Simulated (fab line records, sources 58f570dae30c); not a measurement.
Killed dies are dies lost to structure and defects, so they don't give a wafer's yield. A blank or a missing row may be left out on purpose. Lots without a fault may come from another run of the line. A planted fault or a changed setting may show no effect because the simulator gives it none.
fab line records | flow berkeley_cmos170
record lots=14 wafers=42 last_day=14
route steps=331 shown ACTIVE@69 BACKSIDE@202 V1@270
lots that met no fault: from a run of the same line without faults
start_h: hours from the record's first day to the start of the lot's first wafer shown | wait_h: hours since the lot's step before | " the same as in the row above | L1.1+2: a row that stands for several wafers | - no value, or no start given | * or withheld: withheld | < > ~ a bound
route shown NAME@n: a module of which the file shows steps, and the number in the route of the first | usual: mean/standard deviation of fault-free wafers | same: alike in all rows | chamber/n: place in a boat | sites: the reading at each site | _std_site: their standard deviation | _edge_site: outer sites' mean less inner sites' | radius_mm: how far each site lies from the wafer's centre | mask NAME#n: copy n | behind: the tool/chamber that last shaped the wafer | hold: why the lot was held/for how many hours/how that ended | device: the transistor (n, p or np) that didn't switch | end of line: the same wafers' tests at the end of the route | a step without rows: its recipe alone | killed: dies lost to structure and defects at the first sort, not the wafer's yield | map: a wafer's dies, x killed, . not, _ none there
set.NAME: the setting as run; set.NAME@STEP: as run at that earlier step | model.NAME: the simulator's own value behind a step, which no gauge read
steps of the route over a sample of lots; a table a step, a row a wafer
services: from which hour (start_h, from the record's first day; less than 0 if before it) a tool's chamber was out of use, for how many hours, and why
## steps
# step UCB170_ACTIVE_SOFTBAKE_09
# recipe resist=KrF temp_c=130 time_s=60
# usual chill_plate_temp_C=23.02/0.1 run_length_s=89.28/0.15
# columns lot.wafer tool chamber start_h wait_h chill_plate_temp_C run_length_s
L531.2 litho_track-01 0 85.70 0.1 22.89 89.32
L531.4 " 0 " " 22.94 89.34
L531.5 " 0 " " 22.89 89.48
L532.2 litho_track-02 0 92.40 0.1 23.17 89.19
L532.4 " 0 " " 23.03 89.30
L532.5 " 0 " " 22.99 89.21
L533.4 litho_track-01 0 97.89 0.1 23.07 89.44
L533.5 " 0 " " 23.05 89.53
L533.6 " 0 " " 23.09 89.34
L535.2 litho_track-04 0 112.09 0.1 22.91 89.20
L535.3 " 0 " " 22.89 89.06
L535.5 " 0 " " 23.16 89.08
L536.2 litho_track-01 0 120.11 0.1 23.06 89.40
L536.3 " 0 " " 23.13 89.40
L536.6 " 0 " " 23.16 89.42
L538.1 litho_track-01 0 120.54 0.1 23.08 89.39
L538.5 " 0 " " 23.10 89.39
L538.6 " 0 " " 23.13 89.59
L537.2 litho_track-04 0 120.96 0.1 23.17 89.09
L537.3 " 0 " " 23.16 89.28
L537.6 " 0 " " 23.08 89.21
L541.1 litho_track-01 0 137.34 0.1 23.03 89.31
L541.4 " 0 " " 22.98 89.41
L541.5 " 0 " " 22.97 89.29
L543.2 litho_track-01 0 146.28 0.1 22.97 110.06
L543.3 " 0 " " 22.97 109.90
L543.6 " 0 " " 22.90 110.24
L544.1 litho_track-01 0 161.10 0.1 22.95 109.90
L544.2 " 0 " " 23.07 109.95
L544.6 " 0 " " 23.05 110.07
L546.4 litho_track-02 0 182.08 0.1 23.07 89.11
L546.5 " 0 " " 23.03 89.12
L546.6 " 0 " " 23.19 89.18
L549.3 litho_track-04 0 191.83 0.1 22.80 89.35
L549.4 " 0 " " 22.94 89.32
L549.5 " 0 " " 22.75 89.11
L551.2 litho_track-02 0 205.58 0.1 22.91 89.18
L551.5 " 0 " " 22.96 89.31
L551.6 " 0 " " 23.10 89.19
L554.1 litho_track-02 0 222.57 0.1 22.85 89.26
L554.2 " 0 " " 22.95 89.08
L554.4 " 0 " " 23.05 89.34
# step UCB170_ACTIVE_CD_MEAS_13
# recipe target_cd_nm=1200
# usual cd_nm=1200.1/1.6
# columns lot.wafer tool chamber start_h wait_h cd_nm
L531.2 cd_sem-02 - 87.27 - 1200.2
L531.4 " - " " 1198.7
L531.5 " - " " 1199.6
L532.2 cd_sem-02 - 94.43 - 1199.2
L532.4 " - " " 1199.1
L532.5 " - " " 1199.1
L533.4 cd_sem-02 - 99.25 - 1196.6
L533.5 " - " " 1196.4
L533.6 " - " " 1196.1
L535.2 cd_sem-01 - 112.83 - 1199.8
L535.3 " - " " 1199.5
L535.5 " - " " 1199.7
L536.2 cd_sem-01 - 120.98 - 1201.8
L536.3 " - " " 1202.1
L536.6 " - " " 1201.1
L538.1 cd_sem-01 - 121.64 - 1197.7
L538.5 " - " " 1200.2
L538.6 " - " " 1200.3
L537.2 cd_sem-01 - 121.93 - 1200.2
L537.3 " - " " 1200.6
L537.6 " - " " 1201.7
L541.1 cd_sem-01 - 137.88 - 1200.4
L541.4 " - " " 1199.9
L541.5 " - " " 1201.8
L543.2 cd_sem-02 - 147.06 - 1196.6
L543.3 " - " " 1197.3
L543.6 " - " " 1196.1
L544.1 cd_sem-02 - 161.93 - 1196.7
L544.2 " - " " 1197.9
L544.6 " - " " 1198.1
L546.4 cd_sem-02 - 182.79 - 1204.3
L546.5 " - " " 1202.5
L546.6 " - " " 1200.1
L549.3 cd_sem-01 - 193.14 - 1202.6
L549.4 " - " " 1203.5
L549.5 " - " " 1201.8
L551.2 cd_sem-02 - 206.24 - 1199.5
L551.5 " - " " 1199.2
L551.6 " - " " 1199.2
L554.1 cd_sem-02 - 223.71 - 1200.5
L554.2 " - " " 1201.6
L554.4 " - " " 1200.7
# step UCB170_BACKSIDE_STRIP_03
# recipe chemistry=O2 power_w=400 pressure_mtorr=3500 platen_temp_c=withheld o2_flow_sccm=400 overash_fraction=0.5
# usual drypump_motor_current_A=5.9/0.46 oes_product_au=0.734/0.0048 strip_time_to_endpoint_s=21.99/0.081
# columns lot.wafer tool chamber start_h wait_h drypump_motor_current_A oes_product_au rf_hours_counter_h strip_time_to_endpoint_s
L531.2 plasma_asher-02 1 168.03 0.1 5.7 0.732 37 22.11
L531.4 " 0 " " 6.2 0.726 - 22.08
L531.5 " 1 " " 5.7 0.740 - 22.08
L532.2 plasma_asher-01 0 185.87 0.1 6.4 0.732 44 22.11
L532.4 " 0 " " 6.4 0.734 - 22.06
L532.5 " 0 " " 6.4 0.733 - 22.06
L533.4 plasma_asher-02 0 186.22 0.1 6.2 0.735 - 21.98
L533.5 " 0 " " 6.2 0.741 - 22.01
L533.6 " 1 " " 5.7 0.737 - 22.05
L535.2 plasma_asher-02 1 186.70 0.1 5.8 0.734 38 22.14
L535.3 " 0 " " 6.2 0.731 - 22.10
L535.5 " 0 " " 6.2 0.741 - 22.14
L537.2 plasma_asher-01 0 215.22 0.1 6.4 0.737 47 21.94
L537.3 " 0 " " 6.4 0.737 - 22.06
L537.6 " 0 " " 6.4 0.723 - 21.95
L538.1 plasma_asher-02 0 215.66 0.1 6.2 0.731 41 22.06
L538.5 " 0 " " 6.2 0.734 - 22.03
L538.6 " 1 " " 5.7 0.742 - 22.11
L536.2 plasma_asher-01 1 215.78 0.1 5.6 0.738 47 21.83
L536.3 " 0 " " 6.4 0.741 - 21.92
L536.6 " 0 " " 6.4 0.740 - 21.88
L541.1 plasma_asher-01 0 226.34 0.1 6.4 0.742 48 22.00
L541.4 " 0 " " 6.4 0.741 - 21.99
L541.5 " 0 " " 6.4 0.735 - 21.94
L543.2 plasma_asher-01 1 238.26 0.1 5.6 0.730 49 22.00
L543.3 " 0 " " 6.4 0.729 - 22.10
L543.6 " 0 " " 6.4 0.733 - 22.05
L544.1 plasma_asher-01 1 251.16 0.1 5.6 0.742 50 22.05
L544.2 " 0 " " 6.5 0.747 50 21.99
L544.6 " 0 " " 6.4 0.732 - 21.99
L546.4 plasma_asher-01 1 266.60 0.1 5.6 0.736 - 22.05
L546.5 " 1 " " 5.6 0.727 - 22.10
L546.6 " 0 " " 6.4 0.729 - 21.99
L549.3 plasma_asher-01 0 275.02 0.1 6.4 0.734 - 22.03
L549.4 " 1 " " 5.6 0.736 - 22.05
L549.5 " 1 " " 5.6 0.733 - 21.97
L551.2 plasma_asher-03 0 286.80 0.1 4.9 0.735 62 22.15
L551.5 " 0 " " 4.9 0.733 - 22.02
L551.6 " 1 " " 5.3 0.731 - 22.14
L554.1 plasma_asher-02 0 302.19 0.1 6.2 0.744 49 21.93
L554.2 " 1 " " 5.7 0.733 49 21.91
L554.4 " 1 " " 5.7 0.730 - 21.95
# step UCB170_V1_CD_MEAS_90
# recipe target_cd_nm=700
# usual cd_nm=700.4/1.5
# columns lot.wafer tool chamber start_h wait_h cd_nm
L531.2 cd_sem-02 - 180.77 0.1 699.8
L531.4 " - " " 698.1
L531.5 " - " " 699.6
L532.2 cd_sem-02 - 197.42 0.1 698.9
L532.4 " - " " 698.9
L532.5 " - " " 698.2
L533.4 cd_sem-01 - 200.23 0.1 699.0
L533.5 " - " " 699.9
L533.6 " - " " 700.5
L535.2 cd_sem-01 - 202.78 0.1 699.8
L535.3 " - " " 698.8
L535.5 " - " " 699.5
L537.2 cd_sem-02 - 226.86 0.1 702.3
L537.3 " - " " 701.8
L537.6 " - " " 700.7
L536.2 cd_sem-02 - 229.40 0.1 697.5
L536.3 " - " " 697.6
L536.6 " - " " 699.7
L538.1 cd_sem-02 - 230.81 0.1 699.1
L538.5 " - " " 699.1
L538.6 " - " " 699.5
L541.1 cd_sem-01 - 240.47 0.1 700.9
L541.4 " - " " 701.6
L541.5 " - " " 700.8
L543.2 cd_sem-01 - 249.55 0.1 702.2
L543.3 " - " " 700.5
L543.6 " - " " 702.4
L544.1 cd_sem-02 - 266.07 0.1 699.4
L544.2 " - " " 700.2
L544.6 " - " " 699.8
L546.4 cd_sem-02 - 278.73 0.1 701.9
L546.5 " - " " 702.6
L546.6 " - " " 701.1
L549.3 cd_sem-02 - 287.04 0.1 697.6
L549.4 " - " " 698.8
L549.5 " - " " 697.5
L551.2 cd_sem-01 - 299.30 0.1 696.3
L551.5 " - " " 698.0
L551.6 " - " " 697.6
L554.1 cd_sem-02 - 320.61 0.1 701.2
L554.2 " - " " 700.8
L554.4 " - " " 700.1
## services
# columns tool chamber start_h hours kind
plasma_asher-03 - 121.10 1.7 repair
plasma_asher-03 - 158.02 0.4 repair
plasma_asher-02 - 228.14 2.8 pm
plasma_asher-03 - 275.16 2.8 pm
## key
first_sign step=UCB170_ACTIVE_SOFTBAKE_09 reading=run_length_s direction=up sigmas=99+ usual=* struck=*
effect step=UCB170_ACTIVE_CD_MEAS_13 reading=cd_nm direction=down sigmas=1.8 usual=1200.1 struck=1197.1 through=control_loop
met_at UCB170_ACTIVE_SOFTBAKE_09
struck_lots L543,L544
tester_left_out L543,L544
loop_trim step=UCB170_ACTIVE_EXPOSE_10 setting=dose lots=L544
not_acting_at UCB170_ACTIVE_CD_MEAS_13,UCB170_BACKSIDE_STRIP_03,UCB170_V1_CD_MEAS_90
onset_between 137.34 146.28
fault kind=process_parameter_drift tool=litho_track-01 chamber=- onset_h=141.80 steps=UCB170_ACTIVE_SOFTBAKE_09 channel=time_s offset=* shape=step end_h=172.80 acts_in=* stated=*
# tester_left_out: of these lots the tester's yield and bins aren't shown, on N5 and GAA mostly nor the transistor test; their killed dies are dies lost to structure and defects alone, not to doping, threshold or leakage, so they don't give the yield
# loop_trim: a control loop set the setting to another value than it would have without faults
